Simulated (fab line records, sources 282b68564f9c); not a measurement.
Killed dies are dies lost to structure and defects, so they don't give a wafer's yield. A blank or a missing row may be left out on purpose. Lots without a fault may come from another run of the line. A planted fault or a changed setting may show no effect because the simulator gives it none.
One fault seen from 2 desks | flow rit_cmos | each desk has only its own numbers; what lay behind them comes last

THE METROLOGY DESK
What the gauges read, lot by lot, whatever tool the lot ran on: means of the sampled wafers that have a number. A lot is out of limits, marked OUT, if its mean lies more than 4 standard deviations from the usual mean; the brackets give that distance.
Columns: A = SPACER_NITRIDE_THK at RIT_SPACER_THK_MEAS_04, usual 251.5 nm
lot  | first seen here | A
L793 | day 3 00:11     | 248.7
L794 | day 3 04:28     | 249.3
L795 | day 3 18:00     | 252.2
L796 | day 3 18:25     | 250.6
L797 | day 3 21:33     | 250.6
L798 | day 4 04:34     | 250.7
L799 | day 4 12:29     | 251.1
L800 | day 4 15:30     | 252.6
L801 | day 4 16:13     | 249.6
L806 | day 5 21:43     | 241.0 (-5.0) OUT
L808 | day 6 06:05     | 236.5 (-7.2) OUT
L809 | day 6 11:00     | 253.3
L812 | day 7 02:44     | 253.6
L814 | day 7 10:41     | 251.9
This desk's finding: out of limits on L806, L808; first on L806, day 5 21:43 (SPACER_NITRIDE_THK at RIT_SPACER_THK_MEAS_04). In limits: L793, L794, L795, L796, L797, L798, L799, L800, L801, L809, L812, L814.

THE TOOL OWNER'S DESK: lpcvd-01
The tool's own readings at RIT_SPACER_CVD_03 (deposits Si3N4 from SiH2Cl2/NH3, target thk 250 nm, time 3300 s): means of the sampled wafers that have a number, for each lot that ran on this tool. A lot is out of limits, marked OUT, if its mean lies more than 4 standard deviations from the usual mean; the brackets give that distance.
Columns: A = sih2cl2_flow_sccm at RIT_SPACER_CVD_03, usual 59.98 sccm
lot  | first seen here | A
L795 | day 3 16:04     | 59.95
L798 | day 4 02:38     | 59.92
L800 | day 4 13:34     | 60.00
L806 | day 5 19:48     | 47.81 (-87) OUT
L808 | day 6 04:08     | 48.00 (-86) OUT
This desk's finding: out of limits on L806, L808; first on L806, day 5 19:48 (sih2cl2_flow_sccm at RIT_SPACER_CVD_03). In limits: L795, L798, L800.

PUT TOGETHER
The tool owner's desk could have raised an alarm at day 5 19:48, on L806, L808.
The metrology desk could have raised an alarm at day 5 21:43, on L806, L808.
Of the lots named, all ran RIT_SPACER_CVD_03 on lpcvd-01.

WHAT THE SIMULATOR HAD PUT IN
Process parameter drift: lpcvd-01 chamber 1, from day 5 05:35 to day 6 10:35, at RIT_SPACER_CVD_03. Setting sih2cl2_flow_sccm, moved by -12, from 60. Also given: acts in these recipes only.
Lots struck among those shown: L806, L808.
Hours from the fault's start to each desk's first reading out of limits: the tool owner's desk, 14; the metrology desk, 16.
